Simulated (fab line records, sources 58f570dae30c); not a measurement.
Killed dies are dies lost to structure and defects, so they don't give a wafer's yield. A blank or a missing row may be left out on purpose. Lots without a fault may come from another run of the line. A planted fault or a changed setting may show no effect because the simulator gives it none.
fab line records | flow berkeley_cmos170
record lots=6 wafers=18 last_day=12
route steps=331 shown M2@277 V2@292
lots that met no fault: from a run of the same line without faults
start_h: hours from the record's first day to the start of the lot's first wafer shown | wait_h: hours since the lot's step before | " the same as in the row above | L1.1+2: a row that stands for several wafers | - no value, or no start given | * or withheld: withheld | < > ~ a bound
route shown NAME@n: a module of which the file shows steps, and the number in the route of the first | usual: mean/standard deviation of fault-free wafers | same: alike in all rows | chamber/n: place in a boat | sites: the reading at each site | _std_site: their standard deviation | _edge_site: outer sites' mean less inner sites' | radius_mm: how far each site lies from the wafer's centre | mask NAME#n: copy n | behind: the tool/chamber that last shaped the wafer | hold: why the lot was held/for how many hours/how that ended | device: the transistor (n, p or np) that didn't switch | end of line: the same wafers' tests at the end of the route | a step without rows: its recipe alone | killed: dies lost to structure and defects at the first sort, not the wafer's yield | map: a wafer's dies, x killed, . not, _ none there
set.NAME: the setting as run; set.NAME@STEP: as run at that earlier step | model.NAME: the simulator's own value behind a step, which no gauge read
lots at some steps of the route; a table a step, a row a wafer
services: from which hour (start_h, from the record's first day; less than 0 if before it) a tool's chamber was out of use, for how many hours, and why
## steps
# step UCB170_M2_SOFTBAKE_06
# recipe resist=KrF temp_c=130 time_s=60
# step UCB170_M2_STRIP_07
# recipe chemistry=O2 power_w=400 pressure_mtorr=3500 platen_temp_c=withheld o2_flow_sccm=400 overash_fraction=0.5
# usual drypump_motor_current_A=5.6/0.56 oes_product_au=0.735/0.0043 strip_time_to_endpoint_s=21.96/0.071
# columns lot.wafer tool chamber start_h wait_h drypump_motor_current_A oes_product_au rf_hours_counter_h strip_time_to_endpoint_s
L639.1 plasma_asher-02 1 157.54 0.1 4.8 0.739 41 22.00
L639.3 " 1 " " 4.8 0.732 - 22.02
L639.5 " 1 " " 4.8 0.738 - 22.01
L649.3 plasma_asher-03 1 216.10 0.1 5.3 0.744 - 21.93
L649.4 " 0 " " 5.7 0.732 - 22.01
L649.5 " 1 " " 5.3 0.735 - 22.03
L650.2 plasma_asher-03 0 218.14 0.1 5.7 0.740 49 21.93
L650.5 " 0 " " 5.7 0.730 - 21.98
L650.6 " 1 " " 5.2 0.739 - 21.97
L653.3 plasma_asher-04 1 227.96 0.1 6.2 0.738 - 21.91
L653.4 " 0 " " 5.3 0.734 - 21.88
L653.6 " 0 " " 5.3 0.739 - 21.90
L661.2 plasma_asher-02 0 271.81 0.1 6.2 0.742 54 22.04
L661.3 " 1 " " 4.8 0.726 - 22.01
L661.5 " 0 " " 6.2 0.735 - 22.03
L660.3 plasma_asher-04 0 272.56 0.1 5.3 0.739 - 21.97
L660.4 " 1 " " 6.2 0.730 - 21.99
L660.6 " 0 " " 5.3 0.730 - 21.97
# step UCB170_M2_STRIP_08
# recipe chemistry=DMSO temp_c=80 time_s=600 material=KrF
# step UCB170_M2_COAT_09
# recipe resist=BARC temp_c=withheld time_s=withheld spin_rpm=3000 resist_thk_nm=withheld
# step UCB170_M2_COAT_10
# recipe resist=KrF spin_rpm=1500 resist_thk_nm=900
# step UCB170_M2_SOFTBAKE_11
# recipe resist=KrF temp_c=130 time_s=60
# step UCB170_M2_EXPOSE_12
# recipe mask_id=METAL2 target_cd_nm=700 na=0.5 sigma_outer=0.6 source_shape=conventional dose_mj=26
# step UCB170_M2_PEB_13
# recipe peb_temp_c=130 peb_time_s=withheld resist=KrF
# step UCB170_M2_DEVELOP_14
# recipe developer=TMAH develop_time_s=45 resist=KrF dev_temp_c=21
# step UCB170_M2_CD_MEAS_15
# recipe target_cd_nm=700
# usual cd_nm=700.0/1.4
# columns lot.wafer tool chamber start_h wait_h cd_nm
L639.1 cd_sem-02 - 159.54 - 701.2
L639.3 " - " " 702.3
L639.5 " - " " 699.6
L649.3 cd_sem-02 - 217.59 - 701.3
L649.4 " - " " 701.6
L649.5 " - " " 700.4
L650.2 cd_sem-01 - 219.83 - 698.7
L650.5 " - " " 699.0
L650.6 " - " " 698.3
L653.3 cd_sem-02 - 229.21 - 697.7
L653.4 " - " " 697.6
L653.6 " - " " 696.5
L661.2 cd_sem-01 - 274.77 - 695.7
L661.3 " - " " 698.0
L661.5 " - " " 697.4
L660.3 cd_sem-01 - 274.93 - 699.1
L660.4 " - " " 698.6
L660.6 " - " " 699.8
# step UCB170_M2_OVL_MEAS_16
# usual M2_OVL=2/4.8
# columns lot.wafer tool chamber start_h wait_h M2_OVL[nm]
L639.1 overlay-02 - 159.66 0.1 4
L639.3 " - " " 1
L639.5 " - " " 6
L649.3 overlay-01 - 217.68 0.1 1
L649.4 " - " " 6
L649.5 " - " " 6
L650.2 overlay-01 - 219.94 0.1 1
L650.5 " - " " 0
L650.6 " - " " 7
L653.3 overlay-01 - 229.30 0.1 -4
L653.4 " - " " -1
L653.6 " - " " -5
L661.2 overlay-02 - 274.87 0.1 -8
L661.3 " - " " -8
L661.5 " - " " 0
L660.3 overlay-02 - 275.03 0.1 3
L660.4 " - " " 6
L660.6 " - " " 9
# step UCB170_M2_ETCH_17
# recipe chemistry=N2/H2 target_depth_a=withheld overetch_a=withheld target=BARC time_s=withheld source_w=483.5 bias_w=100 pressure_mtorr=30 n2_flow_sccm=100 h2_flow_sccm=200
# usual drypump_motor_current_A=5.6/0.42 oes_product_au=0.982/0.023 throttle_valve_pct=13.31/0.18
# columns lot.wafer tool chamber start_h wait_h drypump_motor_current_A oes_product_au throttle_valve_pct
L639.1 rie_diel-04 0 159.70 0.0 5.9 0.984 13.28
L639.3 " 2 " " 6.3 0.952 13.15
L639.5 " 0 " " 5.9 0.986 13.29
L649.3 rie_diel-04 2 217.70 0.0 6.2 0.950 13.16
L649.4 " 1 " " 5.6 0.974 13.28
L649.5 " 2 " " 6.2 0.949 13.15
L650.2 rie_diel-04 1 219.97 0.0 5.6 0.988 13.27
L650.5 " 0 " " 5.9 0.979 13.30
L650.6 " 1 " " 5.6 0.991 13.29
L653.3 rie_diel-04 2 229.33 0.0 6.3 0.957 13.15
L653.4 " 3 " " 5.8 1.007 13.39
L653.6 " 2 " " 6.2 0.948 13.15
L661.2 rie_diel-01 1 274.90 0.0 6.4 0.976 13.20
L661.3 " 0 " " 5.4 0.968 13.33
L661.5 " 3 " " 5.7 0.953 13.50
L660.3 rie_diel-02 1 275.05 0.0 5.0 0.978 13.64
L660.4 " 2 " " 5.1 0.982 12.92
L660.6 " 0 " " 6.0 1.027 13.57
# step UCB170_M2_METAL_ETCH_18
# recipe chemistry=Cl2/BCl3 target=Al stop_on=SiO2 pressure_mtorr=12 target_depth_a=11700 over_etch_frac=0.3 time_s=195 icp_w=600 bias_w=120 Cl2_flow_sccm=90 bcl3_flow_sccm=45
# usual drypump_motor_current_A=5.2/0.36 oes_product_au=0.849/0.014 run_length_s=223.0/0.5 throttle_valve_pct=24.48/0.16
# columns lot.wafer tool chamber start_h wait_h drypump_motor_current_A oes_product_au rf_hours_counter_h run_length_s throttle_valve_pct model.KrF_of_M2_COAT_10.thk_nm model.M2.feature_depth_nm model.etch.depth_nm
L639.1 rie_metal-04 0 159.74 - 4.8 0.848 7 222.8 24.69 196.3 961 902.9
L639.3 " 0 " " 4.9 0.854 - 222.5 24.68 194 954.8 896.7
L639.5 " 1 " " 5.4 0.869 - 223.4 24.56 211.7 953.4 897
L649.3 rie_metal-03 1 217.81 - 4.9 0.837 - 222.8 24.29 191.7 960.3 902.7
L649.4 " 0 " " 5.8 0.848 - 222.7 24.62 225.3 947 891.5
L649.5 " 1 " " 4.9 0.850 - 222.6 24.28 190.5 963.8 906
L650.2 rie_metal-04 1 220.01 - 5.4 1.021 10 138.8 24.50 500.9 660.3 660.3
L650.5 " 1 " " 5.4 1.022 - 138.7 24.49 501.9 661 661
L650.6 " 0 " " 4.8 1.009 - 137.7 24.60 486.8 681.7 681.7
L653.3 rie_metal-04 1 229.43 - 5.4 1.019 - 139.1 24.48 502.9 659.2 659.2
L653.4 " 0 " " 4.9 1.017 - 138.0 24.62 488 686.9 686.9
L653.6 " 1 " " 5.4 1.024 - 138.8 24.49 504.6 659.8 659.8
L661.2 rie_metal-03 0 274.95 - 5.8 0.845 3 222.8 24.63 221.3 951.3 895.7
L661.3 " 0 " " 5.8 0.850 - 222.5 24.62 228.8 952.4 897.3
L661.5 " 1 " " 4.9 0.833 - 223.0 24.31 204.7 955.2 898.3
L660.3 rie_metal-02 1 275.16 - 5.5 0.837 - 222.9 24.22 204.5 960.6 903.2
L660.4 " 0 " " 4.9 0.856 - 223.5 24.47 241 970 916.2
L660.6 " 0 " " 4.9 0.843 - 223.9 24.46 235.8 957.8 903.4
# step UCB170_M2_STRIP_19
# recipe chemistry=O2 power_w=400 pressure_mtorr=3500 platen_temp_c=withheld o2_flow_sccm=400 overash_fraction=0.5
# usual drypump_motor_current_A=5.6/0.47 oes_product_au=0.536/0.019
# columns lot.wafer tool chamber start_h wait_h drypump_motor_current_A oes_product_au rf_hours_counter_h
L639.1 plasma_asher-04 1 159.93 0.1 6.2 0.526 47
L639.3 " 0 " " 5.3 0.527 -
L639.5 " 0 " " 5.2 0.545 -
L649.3 plasma_asher-04 1 217.96 0.1 6.2 0.515 -
L649.4 " 0 " " 5.3 0.549 -
L649.5 " 0 " " 5.3 0.520 -
L650.2 plasma_asher-04 0 220.19 0.1 5.3 0.716 53
L650.5 " 0 " " 5.3 0.715 -
L650.6 " 1 " " 6.2 0.721 -
L653.3 plasma_asher-02 1 229.59 0.1 4.8 0.724 -
L653.4 " 0 " " 6.2 0.728 -
L653.6 " 1 " " 4.8 0.723 -
L661.2 plasma_asher-03 0 275.13 0.1 5.7 0.544 55
L661.3 " 0 " " 5.7 0.559 -
L661.5 " 0 " " 5.7 0.536 -
L660.3 plasma_asher-02 1 275.31 0.1 4.8 0.532 -
L660.4 " 0 " " 6.2 0.576 -
L660.6 " 1 " " 4.8 0.560 -
# step UCB170_M2_CD_MEAS_90
# recipe target_cd_nm=700
# usual cd_nm=699/3
# columns lot.wafer tool chamber start_h wait_h cd_nm
L639.1 cd_sem-01 - 160.03 0.1 701
L639.3 " - " " 699
L639.5 " - " " 699
L649.3 cd_sem-02 - 218.07 0.1 699
L649.4 " - " " 701
L649.5 " - " " 698
L650.2 cd_sem-01 - 220.31 0.1 721
L650.5 " - " " 719
L650.6 " - " " 718
L653.3 cd_sem-02 - 229.70 0.1 719
L653.4 " - " " 718
L653.6 " - " " 718
L661.2 cd_sem-01 - 275.25 0.1 695
L661.3 " - " " 698
L661.5 " - " " 691
L660.3 cd_sem-01 - 275.42 0.1 693
L660.4 " - " " 701
L660.6 " - " " 699
# step UCB170_V2_CVD_00
# recipe material=SiO2 target_thk_nm=2000 temp_c=390 precursor=TEOS/O2 time_s=250 rf_w=550 pressure_mtorr=9000
# usual heater_power_w=256/75
# columns lot.wafer tool chamber start_h wait_h heater_power_w
L639.1 pecvd-02 0 160.15 0.1 282
L639.3 " 2 " " 369
L639.5 " 1 " " 104
L649.3 pecvd-02 2 218.15 0.1 399
L649.4 " 1 " " 103
L649.5 " 2 " " 289
L653.3 pecvd-04 1 229.78 0.1 422
L653.6 " 2 " " 199
L661.2 pecvd-04 2 275.35 0.1 245
L661.3 " 0 " " 248
L661.5 " 0 " " 311
L660.3 pecvd-02 2 275.50 0.1 294
L660.4 " 2 " " 382
L660.6 " 0 " " 276
## services
# columns tool chamber start_h hours kind
rie_diel-02 3 139.52 23.4 repair
rie_metal-02 1 140.45 2.1 repair
pecvd-02 2 152.27 2.7 repair
pecvd-04 - 152.36 0.6 repair
plasma_asher-03 - 156.02 8.5 repair
rie_metal-02 1 156.82 - clean
rie_metal-02 1 156.82 11.9 scheduled_down
rie_diel-04 3 158.19 18.2 repair
pecvd-04 - 162.78 3.0 repair
rie_metal-03 1 172.43 2.6 repair
pecvd-02 - 175.87 0.9 repair
rie_diel-04 - 187.80 0.7 repair
rie_metal-02 - 192.84 2.8 pm
rie_diel-04 - 199.68 0.9 repair
rie_diel-02 2 209.47 12.5 repair
pecvd-04 2 218.17 4.5 repair
pecvd-04 - 219.25 6.0 pm
pecvd-02 - 221.72 10.3 repair
rie_diel-04 0 227.33 10.2 repair
pecvd-02 - 227.77 1.1 repair
rie_diel-01 - 234.35 1.8 repair
pecvd-02 2 242.80 5.7 repair
rie_metal-04 - 272.05 0.7 repair
rie_diel-02 3 273.13 7.1 repair
## key
first_sign step=UCB170_M2_METAL_ETCH_18 reading=run_length_s direction=down sigmas=99+ usual=* struck=*
effect step=UCB170_M2_METAL_ETCH_18 reading=oes_product_au direction=up sigmas=12 usual=0.849 struck=1.019
effect step=UCB170_M2_STRIP_19 reading=oes_product_au direction=up sigmas=9.9 usual=0.536 struck=0.721
effect step=UCB170_M2_CD_MEAS_90 reading=cd_nm direction=up sigmas=6.4 usual=699 struck=719
model_effect step=UCB170_M2_METAL_ETCH_18 value=KrF_of_M2_COAT_10.thk_nm without=201.3 struck=497.5
met_at UCB170_M2_METAL_ETCH_18
struck_wafers L650.2,L650.5,L650.6,L653.3,L653.4,L653.6
later_rows_left_out L650.2,L650.5,L650.6,L653.4
sort_left_out L650.2,L650.5,L650.6,L653.3,L653.4,L653.6
onset_between 159.74 220.01
fault kind=process_parameter_drift tool=rie_metal-04 chamber=- onset_h=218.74 steps=UCB170_M2_METAL_ETCH_18 channel=time_s offset=* shape=step end_h=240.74 acts_in=* stated=*
# sort_left_out: the simulated sort isn't trusted on such a fault, so these wafers' sort isn't shown, and their yield isn't known
# later_rows_left_out: the simulator's readings of these wafers behind a module that went badly wrong aren't trusted and aren't shown, but for the sort
